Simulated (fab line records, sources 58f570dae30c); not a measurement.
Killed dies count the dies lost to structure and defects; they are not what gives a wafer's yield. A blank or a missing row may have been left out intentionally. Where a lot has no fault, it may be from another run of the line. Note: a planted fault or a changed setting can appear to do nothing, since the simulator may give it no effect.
The tool behind it: which one? + flow berkeley_cmos170 + 14 lots, 42 wafers sampled, at 3 steps of a route of 331

## WHAT THE GAUGES SHOWED, per wafer
UCB170_M3_THK_MEAS_03: measures by xrf. Usual: M3_AL_THK gives 914 nm (standard deviation 10).
| lot  | measured     | on            | M3_AL_THK (nm) | flag |
|------|--------------|---------------|----------------|------|
| L394 | day 8 20:55  | film_metro-04 | 925 913 925    |      |
| L397 | day 9 00:37  | film_metro-04 | 904 909 889    |      |
| L395 | day 9 00:43  | film_metro-01 | 900 906 903    |      |
| L399 | day 9 14:22  | film_metro-03 | 917 927 923    |      |
| L400 | day 10 11:51 | film_metro-01 | 910 907 908    |      |
| L402 | day 10 14:10 | film_metro-03 | 919 923 931    |      |
| L401 | day 10 14:40 | film_metro-03 | 909 915 903    |      |
| L404 | day 10 16:09 | film_metro-04 | 917 906 901    |      |
| L405 | day 10 18:50 | film_metro-01 | 911 902 905    |      |
| L412 | day 12 19:36 | film_metro-03 | 929 922 933    |      |
| L415 | day 13 13:39 | film_metro-01 | 918 919 921    |      |
| L413 | day 13 15:30 | film_metro-03 | 899 912 905    |      |
| L414 | day 13 19:30 | film_metro-03 | 931 925 927    |      |
| L417 | day 13 22:05 | film_metro-03 | 910 914 916    |      |

## WHAT TOOL EACH LOT RAN ON (gives the tool, then ch and the chambers of the sampled wafers, and finally the start)
| lot  | UCB170_V2_STRIP_15                   | UCB170_M3_SPUTTER_01         |
|------|--------------------------------------|------------------------------|
| L394 | plasma_asher-01 ch 0,1, day 8 20:25  | pvd_sputter-01, day 8 20:41  |
| L397 | plasma_asher-03 ch 0,1, day 9 00:08  | pvd_sputter-01, day 9 00:23  |
| L395 | plasma_asher-02 ch 0,1, day 9 00:09  | pvd_sputter-03, day 9 00:31  |
| L399 | plasma_asher-01 ch 0,1, day 9 13:52  | pvd_sputter-01, day 9 14:08  |
| L400 | plasma_asher-03 ch 0,1, day 10 11:21 | pvd_sputter-01, day 10 11:38 |
| L402 | plasma_asher-02 ch 0,1, day 10 13:40 | pvd_sputter-04, day 10 13:58 |
| L401 | plasma_asher-03 ch 0,1, day 10 14:11 | pvd_sputter-01, day 10 14:26 |
| L404 | plasma_asher-03 ch 0,1, day 10 15:40 | pvd_sputter-04, day 10 15:57 |
| L405 | plasma_asher-01 ch 0,1, day 10 18:21 | pvd_sputter-01, day 10 18:38 |
| L412 | plasma_asher-03 ch 0,1, day 12 19:08 | pvd_sputter-04, day 12 19:23 |
| L415 | plasma_asher-02 ch 0,1, day 13 13:06 | pvd_sputter-04, day 13 13:26 |
| L413 | plasma_asher-01 ch 0,1, day 13 14:59 | pvd_sputter-04, day 13 15:17 |
| L414 | plasma_asher-01 ch 0,1, day 13 18:59 | pvd_sputter-04, day 13 19:17 |
| L417 | plasma_asher-03 ch 0,1, day 13 21:35 | pvd_sputter-04, day 13 21:52 |
- UCB170_V2_STRIP_15: strips in O2.
- UCB170_M3_SPUTTER_01: material Al, target thk 900 nm, time 120 s.

## AS READ BY THE TOOLS THEMSELVES (means over the sampled wafers that have a number; for cases with no such wafer, the mark the record gives instead)
UCB170_V2_STRIP_15. Usual: drypump_motor_current_A 5.6 A, standard deviation 0.41; o2_flow_sccm 400.1 sccm, standard deviation 1.2; oes_product_au 0.722 a.u., standard deviation 0.0041; strip_time_to_endpoint_s 15.36 s, standard deviation 0.092.
| lot  | tool            | drypump_motor_current_A (A) | o2_flow_sccm (sccm) | oes_product_au (a.u.) | strip_time_to_endpoint_s (s) | flag |
|------|-----------------|-----------------------------|---------------------|-----------------------|------------------------------|------|
| L394 | plasma_asher-01 | 5.7                         | 400.0               | 0.719                 | 15.41                        |      |
| L397 | plasma_asher-03 | 5.5                         | 399.0               | 0.721                 | 15.20                        |      |
| L395 | plasma_asher-02 | 5.7                         | 399.9               | 0.725                 | 15.42                        |      |
| L399 | plasma_asher-01 | 5.6                         | 399.8               | 0.729                 | 15.41                        |      |
| L400 | plasma_asher-03 | 5.5                         | 400.0               | 0.724                 | 15.29                        |      |
| L402 | plasma_asher-02 | 6.1                         | 399.5               | 0.722                 | 15.26                        |      |
| L401 | plasma_asher-03 | 5.5                         | 399.7               | 0.719                 | 15.41                        |      |
| L404 | plasma_asher-03 | 5.5                         | 401.2               | 0.725                 | 15.43                        |      |
| L405 | plasma_asher-01 | 5.7                         | 401.8               | 0.724                 | 15.46                        |      |
| L412 | plasma_asher-03 | 5.5                         | 399.7               | 0.723                 | 15.34                        |      |
| L415 | plasma_asher-02 | 6.1                         | 400.6               | 0.724                 | 15.46                        |      |
| L413 | plasma_asher-01 | 5.6                         | 399.9               | 0.721                 | 15.27                        |      |
| L414 | plasma_asher-01 | 5.6                         | 398.3               | 0.720                 | 15.27                        |      |
| L417 | plasma_asher-03 | 5.5                         | 400.4               | 0.721                 | 15.38                        |      |

UCB170_M3_SPUTTER_01. Usual: chamber_pressure_pa 0.5002 Pa, standard deviation 0.00098; throttle_valve_pct 30.2 %, standard deviation 1.1.
| lot  | tool           | chamber_pressure_pa (Pa) | throttle_valve_pct (%) | flag |
|------|----------------|--------------------------|------------------------|------|
| L394 | pvd_sputter-01 | 0.5005                   | 30.0                   |      |
| L397 | pvd_sputter-01 | 0.4998                   | 30.3                   |      |
| L395 | pvd_sputter-03 | 0.5004                   | 31.2                   |      |
| L399 | pvd_sputter-01 | 0.4996                   | 29.7                   |      |
| L400 | pvd_sputter-01 | 0.5009                   | 29.9                   |      |
| L402 | pvd_sputter-04 | 0.4994                   | 30.1                   |      |
| L401 | pvd_sputter-01 | 0.4995                   | 29.5                   |      |
| L404 | pvd_sputter-04 | 0.5007                   | 29.4                   |      |
| L405 | pvd_sputter-01 | 0.5004                   | 30.0                   |      |
| L412 | pvd_sputter-04 | 0.5006                   | 30.5                   |      |
| L415 | pvd_sputter-04 | 0.5011                   | 29.8                   |      |
| L413 | pvd_sputter-04 | 0.5005                   | 29.9                   |      |
| L414 | pvd_sputter-04 | 0.4998                   | 29.3                   |      |
| L417 | pvd_sputter-04 | 0.4994                   | 30.0                   |      |

## THE ANSWER, worked out from the rows above alone
Rule: lot off if the mean of its wafers having a number is beyond 3 standard deviations from the usual mean. A lot without any number at a reading at which 4 lots or more have one is off too. All remaining lots with rows at the step are treated as sound. First the gauges in route order, then the tools' own readings, where a lot's mean is used as printed above. The first step at which some lot is off is used, and at that step the reading that is off furthest; a lot without a number counts as furthest.
Across all readings shown, no lot is off: no conclusion can be drawn from this.

## WHAT WAS PUT IN BY THE SIMULATOR
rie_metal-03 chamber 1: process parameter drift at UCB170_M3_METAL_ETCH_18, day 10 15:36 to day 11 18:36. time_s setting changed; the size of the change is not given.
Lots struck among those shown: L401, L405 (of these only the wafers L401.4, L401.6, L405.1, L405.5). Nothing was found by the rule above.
